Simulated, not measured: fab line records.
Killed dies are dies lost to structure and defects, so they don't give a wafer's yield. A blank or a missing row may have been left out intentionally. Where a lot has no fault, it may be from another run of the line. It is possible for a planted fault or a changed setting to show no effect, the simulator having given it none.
fab line records | flow berkeley-cmos170
[record] lots = 14 wafers = 42 last-day = 10
route steps=331 shown WELLDRIVE@57 ACTIVE@63
lots with no fault: from the same line, run without faults
start-h: hours from the record's first day to the start of the lot's first wafer shown | wait-h: hours since the lot's step before | " unchanged from the row above | L1.1+2: a single row standing in for several wafers | - either no value or no given start | * or withheld: withheld | < > ~ a bound
route shown NAME@n: names a module that has steps shown in the file, with the first one's number in the route | usual: mean and standard deviation over wafers with no fault | same: alike in all rows | chamber/n: place in a boat | sites: the reading at each site | _std_site: how widely they spread, as a standard deviation | _edge_site: the outer-site mean with the inner-site mean subtracted | radius-mm: for every site, how far away it sits from the centre of the wafer | mask NAME#n: copy n | behind: the tool/chamber that last shaped the wafer | hold: why the lot went on hold/how many hours it stayed there/how the hold came to an end | device: the n, p or np transistor that did not switch | end of line: the tests these same wafers got at the end of their route | a step given without rows: its recipe and nothing more | killed: dies lost to structure and defects at the first sort, not the wafer's yield | map: a wafer's dies, marking killed ones x, the rest . and places with no die _
set.NAME: the setting as run; set.NAME@STEP: as run at that earlier step | model.NAME: the simulator's own value behind a step, which no gauge read
route steps across a sampled set of lots; one table per step, one row per wafer
services: when a tool's chamber went out of use (start-h, in hours from the record's first day, below 0 if earlier), for how many hours, and the reason
[[steps]]
[step UCB170_WELLDRIVE_THK_MEAS_02]
[recipe] reads = SiO2_of_WELLDRIVE_OXIDATION_01
[usual] WELLDRIVE_OXIDE_THK = 198/3.3
// columns lot.wafer tool chamber start-h wait-h WELLDRIVE_OXIDE_THK[nm]
L900.3 film-metro-01 - 57.01 0.0 201
L900.4 " - " " 201
L900.6 " - " " 199
L901.1 film-metro-02 - 64.66 0.0 201
L901.5 " - " " 200
L901.6 " - " " 203
L903.2 film-metro-03 - 82.83 0.0 197
L903.5 " - " " 199
L903.6 " - " " 200
L904.2 film-metro-03 - 82.89 0.1 199
L904.4 " - " " 200
L904.6 " - " " 196
L905.1 film-metro-03 - 82.94 0.1 196
L905.3 " - " " 196
L905.6 " - " " 198
L906.1 film-metro-01 - 88.03 0.0 196
L906.5 " - " " 199
L906.6 " - " " 196
L907.1 film-metro-03 - 93.37 0.0 197
L907.2 " - " " 198
L907.4 " - " " 194
L908.1 film-metro-02 - 101.01 0.0 196
L908.4 " - " " 199
L908.5 " - " " 198
L910.1 film-metro-01 - 104.51 0.0 204
L910.2 " - " " 205
L910.6 " - " " 203
L912.3 film-metro-03 - 112.38 0.0 196
L912.4 " - " " 198
L912.6 " - " " 197
L911.2 film-metro-01 - 116.45 0.0 194
L911.4 " - " " 194
L911.6 " - " " 196
L914.2 film-metro-01 - 131.99 0.0 200
L914.4 " - " " 202
L914.6 " - " " 197
L915.4 film-metro-03 - 137.63 0.0 194
L915.5 " - " " 191
L915.6 " - " " 192
L918.1 film-metro-03 - 146.13 0.1 196
L918.3 " - " " 197
L918.6 " - " " 196
[step UCB170_ACTIVE_THK_MEAS_03]
[recipe] reads = SiO2_of_ACTIVE_OXIDATION_02
[usual] ACTIVE_OXIDE_THK = 26.2/0.44
// columns lot.wafer tool chamber start-h wait-h ACTIVE_OXIDE_THK[nm]
L900.3 film-metro-01 - 62.27 0.0 25.5
L900.4 " - " " 25.8
L900.6 " - " " 25.1
L901.1 film-metro-01 - 74.35 0.0 26.2
L901.5 " - " " 26.1
L901.6 " - " " 25.6
L905.1 film-metro-02 - 91.93 0.0 26.1
L905.3 " - " " 25.9
L905.6 " - " " 25.8
L903.2 film-metro-04 - 91.94 0.0 26.3
L903.5 " - " " 26.3
L903.6 " - " " 26.4
L904.2 film-metro-01 - 91.94 0.0 26.0
L904.4 " - " " 26.2
L904.6 " - " " 26.0
L906.1 film-metro-02 - 94.72 0.0 26.5
L906.5 " - " " 26.6
L906.6 " - " " 26.4
L907.1 film-metro-04 - 102.82 0.0 26.1
L907.2 " - " " 26.0
L907.4 " - " " 26.3
L908.1 film-metro-04 - 108.14 0.0 27.3
L908.4 " - " " 26.9
L908.5 " - " " 27.2
L910.1 film-metro-04 - 110.36 0.0 26.1
L910.2 " - " " 26.3
L910.6 " - " " 26.1
L912.3 film-metro-02 - 123.40 0.0 25.9
L912.4 " - " " 26.3
L912.6 " - " " 26.7
L911.2 film-metro-02 - 123.45 0.1 26.8
L911.4 " - " " 26.3
L911.6 " - " " 26.1
L914.2 film-metro-02 - 142.13 0.0 25.6
L914.4 " - " " 26.0
L914.6 " - " " 25.8
L915.4 film-metro-04 - 147.19 0.0 25.8
L915.5 " - " " 25.9
L915.6 " - " " 26.1
L918.1 film-metro-04 - 154.54 0.0 26.3
L918.3 " - " " 26.4
L918.6 " - " " 26.4
[step UCB170_ACTIVE_STRIP_16]
[recipe] chemistry = O2 power-w = 400 pressure-mtorr = 3500 platen-temp-c = withheld o2-flow-sccm = 400 overash-fraction = 0.5
[usual] chamber-pressure-mTorr = 3500/3 drypump-motor-current-A = 5.8/0.4 oes-product-au = 0.721/0.0046 strip-time-to-endpoint-s = 18.08/0.099
// columns lot.wafer tool chamber start-h wait-h chamber-pressure-mTorr drypump-motor-current-A oes-product-au rf-hours-counter-h strip-time-to-endpoint-s
L900.3 plasma-asher-04 0 69.28 0.1 3505 6.6 0.720 - 18.04
L900.4 " 1 " " 3497 5.9 0.721 - 17.84
L900.6 " 0 " " 3498 6.6 0.719 - 18.00
L901.1 plasma-asher-03 1 79.12 0.1 3499 5.5 0.726 37 18.21
L901.5 " 1 " " 3501 5.4 0.719 - 18.20
L901.6 " 0 " " 3497 5.5 0.719 - 18.17
L903.2 plasma-asher-04 1 99.42 0.1 3508 5.9 0.717 42 17.93
L903.5 " 1 " " 3503 5.9 0.717 - 17.95
L903.6 " 0 " " 3504 6.6 0.725 - 17.98
L905.1 plasma-asher-03 1 100.12 0.1 3500 5.4 0.717 39 18.10
L905.3 " 0 " " 3499 5.5 0.718 - 18.19
L905.6 " 1 " " 3498 5.4 0.727 - 18.26
L904.2 plasma-asher-02 0 100.15 0.1 3503 5.6 0.728 42 18.24
L904.4 " 0 " " 3496 5.7 0.713 - 18.00
L904.6 " 1 " " 3499 5.8 0.722 - 18.25
L906.1 plasma-asher-02 0 104.16 0.1 3494 5.6 0.721 42 18.19
L906.5 " 1 " " 3503 5.7 0.725 - 18.31
L906.6 " 0 " " 3502 5.7 0.719 - 18.17
L907.1 plasma-asher-04 1 108.52 0.1 3498 5.9 0.721 43 18.01
L907.2 " 0 " " 3499 6.6 0.729 43 18.14
L907.4 " 0 " " 3496 6.6 0.711 - 18.07
L908.1 plasma-asher-03 1 114.09 0.1 3500 5.4 0.727 41 18.03
L908.4 " 1 " " 3502 5.4 0.720 - 18.01
L908.5 " 1 " " 3500 5.4 0.721 - 18.00
L910.1 plasma-asher-02 1 119.11 0.1 3501 5.8 0.727 44 17.96
L910.2 " 0 " " 3502 5.6 0.713 44 17.96
L910.6 " 0 " " 3501 5.6 0.714 - 17.99
L912.3 plasma-asher-02 0 131.06 0.1 3505 5.7 0.716 - 18.11
L912.4 " 1 " " 3505 5.8 0.723 - 18.20
L912.6 " 0 " " 3501 5.7 0.723 - 18.16
L911.2 plasma-asher-04 1 131.06 0.1 3499 5.9 0.717 1 18.07
L911.4 " 1 " " 3501 5.9 0.719 - 18.03
L911.6 " 1 " " 3496 5.9 0.724 - 18.00
L914.2 plasma-asher-04 1 149.01 0.1 - - - - -
L914.4 " 0 " " - - - - -
L914.6 " 0 " " - - - - -
L915.4 plasma-asher-02 0 155.38 0.0 - - - - -
L915.5 " 1 " " - - - - -
L915.6 " 0 " " - - - - -
L918.1 plasma-asher-02 0 162.28 0.1 3505 5.7 0.720 50 18.11
L918.3 " 0 " " 3500 5.7 0.726 - 18.13
L918.6 " 1 " " 3499 5.7 0.716 - 17.99
[step UCB170_ACTIVE_CD_MEAS_90]
[recipe] target-cd-nm = 1200
[usual] cd-nm = 1199.9/1.4
// columns lot.wafer tool chamber start-h wait-h cd-nm
L900.3 cd-sem-02 - 69.39 0.1 1200.7
L900.4 " - " " 1201.1
L900.6 " - " " 1201.8
L901.1 cd-sem-01 - 79.30 0.1 1199.0
L901.5 " - " " 1199.1
L901.6 " - " " 1200.4
L903.2 cd-sem-02 - 99.54 0.1 1198.5
L903.5 " - " " 1196.5
L903.6 " - " " 1198.8
L905.1 cd-sem-02 - 100.22 0.1 1200.2
L905.3 " - " " 1202.4
L905.6 " - " " 1202.5
L904.2 cd-sem-01 - 100.27 0.1 1200.3
L904.4 " - " " 1199.8
L904.6 " - " " 1199.3
L906.1 cd-sem-01 - 104.26 0.1 1199.7
L906.5 " - " " 1200.5
L906.6 " - " " 1199.2
L907.1 cd-sem-01 - 108.62 0.1 1200.1
L907.2 " - " " 1198.6
L907.4 " - " " 1199.5
L908.1 cd-sem-02 - 114.19 0.1 1199.4
L908.4 " - " " 1197.6
L908.5 " - " " 1198.2
L910.1 cd-sem-01 - 119.21 0.1 1198.4
L910.2 " - " " 1198.3
L910.6 " - " " 1198.2
L911.2 cd-sem-02 - 131.19 0.1 1198.1
L911.4 " - " " 1199.2
L911.6 " - " " 1200.1
L912.3 cd-sem-01 - 131.21 0.1 1199.8
L912.4 " - " " 1200.5
L912.6 " - " " 1200.7
L914.2 cd-sem-01 - 149.13 0.1 1202.1
L914.4 " - " " 1201.8
L914.6 " - " " 1203.4
L915.4 cd-sem-01 - 155.51 0.1 1198.1
L915.5 " - " " 1197.5
L915.6 " - " " 1197.6
L918.1 cd-sem-02 - 162.42 0.1 1203.7
L918.3 " - " " 1201.4
L918.6 " - " " 1201.9
[[services]]
// columns tool chamber start-h hours kind
plasma-asher-02 - 59.99 3.1 repair
plasma-asher-04 - 108.75 9.0 pm
plasma-asher-04 0 108.75 9.0 vent-cycle
plasma-asher-04 1 108.75 9.0 vent-cycle
plasma-asher-04 0 117.75 - clean
plasma-asher-04 1 117.75 - clean
plasma-asher-04 - 140.63 4.3 repair
[[key]]
[first-sign] step = UCB170_ACTIVE_STRIP_16 reading = tool-record direction = missing
effect none on later readings
met-at UCB170_ACTIVE_STRIP_16
struck-lots L914,L915
later-rows-left-out L914.2,L914.4,L914.6,L915.4,L915.5,L915.6
sort-left-out L914.2,L914.4,L914.6,L915.4,L915.5,L915.6
tester-left-out L914,L915
not-acting-at UCB170_WELLDRIVE_THK_MEAS_02,UCB170_ACTIVE_THK_MEAS_03,UCB170_ACTIVE_CD_MEAS_90
onset-between 131.06 149.01
[fault] kind = skipped-step-whole tool = plasma-asher-02,plasma-asher-04 chamber = - onset-h = 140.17 steps = UCB170_ACTIVE_STRIP_16 scope = struck-lots-only
// tester-left-out: of these lots the tester's yield and bins aren't shown, on N5 and GAA mostly nor the transistor test; their killed dies are dies lost to structure and defects alone, not to doping, threshold or leakage, so they don't give the yield
// sort-left-out: the simulated sort isn't trusted on such a fault, so these wafers' sort isn't shown, and their yield isn't known
// later-rows-left-out: the simulator's readings of these wafers behind a module that went badly wrong aren't trusted and aren't shown, but for the sort
